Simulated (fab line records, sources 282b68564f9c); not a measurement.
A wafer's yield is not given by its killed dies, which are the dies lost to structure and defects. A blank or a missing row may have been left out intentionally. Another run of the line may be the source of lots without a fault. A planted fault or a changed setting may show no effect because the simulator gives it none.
One fault through the eyes of 2 desks | flow rit cmos | numbers are kept per desk, each desk with only its own; the story behind them comes last

## METROLOGY DESK
What the gauges read, lot by lot, whatever tool the lot ran on: means of the sampled wafers that have a number. A lot is out of limits, marked OUT, if its mean lies more than 4 standard deviations from the usual mean; the brackets give that distance. It has 11 readings; the 7 that lie furthest out on some lot are the ones shown.
Columns: A = FOX2_OXIDE_THK at RIT_FOX2_THK_MEAS_01, usual 346 nm; B = FIELD_OXIDE_LEFT_1_THK at RIT_FOX2_THK_MEAS_90, usual 319 nm; C = NWELL_TW at RIT_NWELL_TW_MEAS_10, usual 2163; D = PWELL_OVL at RIT_PWELL_OVL_MEAS_06, usual 0.1 nm; E = PWELL_TW at RIT_PWELL_TW_MEAS_10, usual 961; F = NWELL_RS at RIT_WELLDRIVE_RS_MEAS_01, usual 276.0 ohm/sq; G = PWELL_RS at RIT_WELLDRIVE_RS_MEAS_02, usual 429.7 ohm/sq
lot  | first seen here | A   | B   | C    | D    | E   | F     | G
L734 | day 2 07:21     | 348 | 321 | 2155 | -0.1 | 961 | 277.2 | 429.9
L737 | day 2 22:52     | 350 | 322 | 2175 | -1.9 | 963 | 276.2 | 431.3
L739 | day 3 07:32     | 363 | 336 | 2176 | -0.4 | 965 | 275.7 | 430.5
L743 | day 4 03:07     | 365 | 338 | 2177 | -3.7 | 968 | 276.2 | 431.1
L747 | day 4 23:31     | 336 | 308 | 2167 | 0.2  | 950 | 276.5 | 429.2
L749 | day 5 08:55     | 355 | 329 | 2146 | -0.2 | 963 | 275.2 | 429.6
Finding of this desk: none of the 6 lots has anything out of limits.

## DESK OF THE TOOL OWNER: furnace-04
The tool's own readings at RIT_FOX2_OXIDATION_00 (target thk 350.7 nm, ox time 1130 s): means of the sampled wafers that have a number, for each lot that ran on this tool. A lot is out of limits, marked OUT, if its mean lies more than 4 standard deviations from the usual mean; the brackets give that distance.
Columns: A = spike tc centre C at RIT_FOX2_OXIDATION_00, usual 1102.1 C; B = spike tc load C at RIT_FOX2_OXIDATION_00, usual 1127.1 C; C = spike tc source C at RIT_FOX2_OXIDATION_00, usual 1128.7 C; D = tube center temp C at RIT_FOX2_OXIDATION_00, usual 1100 C; E = tube_center_temp_C_max at RIT_FOX2_OXIDATION_00, usual 1102.8
lot  | first seen here | A                | B                 | C                 | D                      | E
L737 | day 3 03:58     | 1101.8           | 1125.3            | 1126.6            | 1100                   | 1102.9
L739 | day 3 13:15     | 1115.2 (+11) OUT | 1138.0 (+5.2) OUT | 1139.0 (+4.7) OUT | 1112 (+99 or more) OUT | 1114.6 (+27) OUT
L743 | day 4 07:57     | 1115.3 (+11) OUT | 1137.8 (+5.1) OUT | 1138.9 (+4.6) OUT | 1112 (+99 or more) OUT | 1114.7 (+28) OUT
This desk finds L739, L743 out of limits, L739 being first, at day 3 13:15 (spike tc centre C at RIT_FOX2_OXIDATION_00). L737: within limits.

## TAKEN TOGETHER
On L739, L743, at day 3 13:15, an alarm was possible from the tool owner's desk.
The metrology desk saw nothing out of limits.
The metrology desk holds a record of L739, L743, inside its limits.
All the named lots went through RIT_FOX2_OXIDATION_00 on furnace-04.

## WHAT THE SIMULATOR HAD INSERTED
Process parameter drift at RIT_FOX2_OXIDATION_00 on furnace-04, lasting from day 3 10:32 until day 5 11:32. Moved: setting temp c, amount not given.
Struck lots among those shown: L739, L743.
Each desk's first reading out of limits, in hours after the fault started: the tool owner's desk, 3.
